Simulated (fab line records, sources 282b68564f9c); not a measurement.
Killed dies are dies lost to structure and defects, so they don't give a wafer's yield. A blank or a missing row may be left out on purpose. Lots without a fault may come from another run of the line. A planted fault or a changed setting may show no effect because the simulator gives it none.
A struck lot beside a sound one | flow rit_cmos | 15 steps out of a route of 202
Sound: wafers L404.2, L404.3, L404.4. Struck: wafers L410.2, L410.4, L410.6. The cause comes at the end.
At each step with rows: each side's tool, then ch and its chambers, then its first start. Under that, the readings that differ: sound wafers | struck wafers | difference of the means | sigmas: that difference in standard deviations of wafers without a fault.
alike: readings whose means differ by less than 2 such deviations, and words and numbers that are the same on both sides. not compared: withheld readings, readings that some wafer has no value for, bounds like >300 that may hide the same value, and numbers for which the record gives no deviation and whose values overlap.
The two part at a step that has a row with sigmas, a row that says differs or no value, or rows on one side only. Numbers that don't overlap but have no deviation are shown without sigmas and don't part them. A reading that every wafer of one side lacks parts them only if that side has two wafers or more.

first, 1 step without rows for these wafers: RIT_NSD_IMPLANT_08.
RIT_NSD_STRIP_09: strips in O2, time 180 s.
  sound on plasma_asher-04 ch 0,1, day 5 05:17; struck on plasma_asher-01 ch 0,1, day 6 18:33
  alike: chamber_pressure_mTorr, drypump_motor_current_A
  not compared: rf_hours_counter_h
RIT_NSD_TW_MEAS_10:
  sound on film_metro-01, day 5 05:29; struck on film_metro-01, day 6 18:44
  alike: NSD_TW
then, 6 steps without rows for these wafers: RIT_PSD_HMDS_00 (prime time 60 s); RIT_PSD_COAT_01 (resist thk 1000 nm); RIT_PSD_SOFTBAKE_02 (time 60 s); RIT_PSD_EXPOSE_03 (exposes mask M10, target cd 40900 nm); RIT_PSD_PEB_04; RIT_PSD_DEVELOP_05 (develop time 50 s).
RIT_PSD_OVL_MEAS_06:
  sound on overlay-02, day 5 06:23; struck on overlay-02, day 6 19:49
  alike: PSD_OVL
then, 2 steps without rows for these wafers: RIT_PSD_HARDBAKE_07 (time 60 s); RIT_PSD_IMPLANT_08.
RIT_PSD_STRIP_09: strips in O2, time 180 s.
  sound on plasma_asher-02 ch 0,1, day 5 06:43; struck on plasma_asher-01 ch 1, day 6 20:29
  no value came back on the struck wafers for chamber_pressure_mTorr (mTorr), drypump_motor_current_A (A); on the sound wafers chamber_pressure_mTorr (mTorr) reads 4001 3997 4008
  reading                                  | sound | struck            | difference | sigmas
  model.NOVOLAK_of_PSD_COAT_01.thk_nm (nm) | 0 0 0 | 884.9 879.9 883.6 | +882.8     |
  not compared: rf_hours_counter_h
RIT_PSD_TW_MEAS_10:
  sound on film_metro-02, day 5 06:54; struck on film_metro-02, day 6 20:40
  alike: PSD_TW
RIT_M1_PROBE_99:
  sound on prober-01, day 5 15:04; struck on prober-02, day 7 04:44
  reading             | sound | struck      | difference | sigmas
  killed_at_front_end | 5 8 9 | 264 264 264 | +257       | +89
  killed_dies         | 5 8 9 | 264 264 264 | +257       | +86
  killed_on_rim       | 1 0 0 | 70 70 70    | +70        | +50
  alike: killed_at_M0_to_M3, killed_at_contacts, killed_open, killed_short

WHERE THEY PART
First at RIT_PSD_STRIP_09; last, within this record, at RIT_M1_PROBE_99.

WHY: what the simulator had put in
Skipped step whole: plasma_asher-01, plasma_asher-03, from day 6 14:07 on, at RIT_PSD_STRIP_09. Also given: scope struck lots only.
